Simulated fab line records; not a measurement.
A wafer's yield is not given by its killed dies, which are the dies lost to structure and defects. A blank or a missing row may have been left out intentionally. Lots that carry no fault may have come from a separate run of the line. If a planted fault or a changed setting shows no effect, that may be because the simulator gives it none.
Comparing a struck lot with a sound one -- flow rit_cmos -- 18 out of 202 route steps
Sound: the wafers L666.1, L666.3, L666.4. Wafers struck: L680.1, L680.2, L680.3. Last of all comes the cause.
At each step with rows: each side's tool, then ch and its chambers, then its first start. Under that, the readings that differ: sound wafers -- struck wafers -- difference of the means -- sigmas: that difference in standard deviations of wafers without a fault.
alike: readings whose means differ by less than 2 such deviations, and words and numbers that are the same on both sides. not compared: withheld readings, readings that some wafer has no value for, bounds like >300 that may hide the same value, and numbers for which the record gives no deviation and whose values overlap.
A row with sigmas, a row that says differs or no value, or rows on one side alone: a step with any of these is where the two part. Numbers that have no deviation but don't overlap get no sigmas and don't part them. A reading missing from all wafers of one side parts the sides only when that side holds two or more wafers.

first, 2 steps without rows for these wafers: RIT_PWELL_PEB_04; RIT_PWELL_DEVELOP_05 (develop time 68 s).
RIT_PWELL_OVL_MEAS_06:
  struck on overlay-01, day 6 02:55; sound on overlay-02, day 3 10:08
  alike: PWELL_OVL
then, 2 steps without rows for these wafers: RIT_PWELL_HARDBAKE_07 (time 120 s); RIT_PWELL_IMPLANT_08.
RIT_PWELL_STRIP_09: strips in O2, time 180 s.
  sound on plasma_asher-04 ch 0,1, day 3 10:34; struck on plasma_asher-02 ch 0,1, day 6 03:28
  alike: drypump_motor_current_A
  not compared: rf_hours_counter_h
RIT_PWELL_TW_MEAS_10:
  struck on film_metro-04, day 6 03:38; sound on film_metro-01, day 3 10:44
  alike: PWELL_TW
then, 1 step without rows for these wafers: RIT_WELLDRIVE_ANNEAL_00 (time 14700 s).
RIT_WELLDRIVE_RS_MEAS_01: a four-point-probe measurement.
  struck on film_metro-04, day 6 09:50; sound on film_metro-01, day 3 17:17
reading,sound,struck,difference,sigmas
NWELL_RS (ohm/sq),277.8 277.0 278.0,275.5 275.6 276.4,-1.8,-2
RIT_WELLDRIVE_RS_MEAS_02: a four-point-probe measurement.
  struck on film_metro-04, day 6 09:57; sound on film_metro-01, day 3 17:25
  alike: PWELL_RS
then, 2 steps without rows for these wafers: RIT_NRETRO_HMDS_00 (prime time 60 s); RIT_NRETRO_COAT_01 (resist thk 1300 nm).
RIT_NRETRO_SOFTBAKE_02: time 60 s.
  sound on litho_track-02 ch 0, day 3 17:56; struck on litho_track-04 ch 0, day 6 10:22
reading,sound,struck,difference,sigmas
heater_power_total_W (W),34.54 34.51 34.55,33.20 33.21 33.20,-1.33,-26
plate_temp_C (C),89.86 90.01 89.79,87.23 87.34 87.35,-2.58,-21
  alike: chill_plate_temp_C
then, 2 steps without rows for these wafers: RIT_NRETRO_EXPOSE_03 (exposes mask M4, target cd 43900 nm); RIT_NRETRO_PEB_04.
RIT_NRETRO_DEVELOP_05: develop time 68 s.
  sound on litho_track-01 ch 0; struck on litho_track-01 ch 0
reading,sound,struck,difference,sigmas
model.NOVOLAK_of_NRETRO_COAT_01.thk_nm (nm),1296 1297 1296,1314 1315 1311,+17,
  alike: chill_plate_temp_C
RIT_NRETRO_OVL_MEAS_06:
  struck on overlay-01, day 6 11:02; sound on overlay-01, day 3 18:31
  alike: NRETRO_OVL
RIT_M1_PROBE_99:
  sound wafers here have rows in the record (prober-01, day 5 05:24); struck ones have none

WHERE THEY PART
First at RIT_WELLDRIVE_RS_MEAS_01; last, within this record, at RIT_M1_PROBE_99.

WHY: whatever the simulator had introduced
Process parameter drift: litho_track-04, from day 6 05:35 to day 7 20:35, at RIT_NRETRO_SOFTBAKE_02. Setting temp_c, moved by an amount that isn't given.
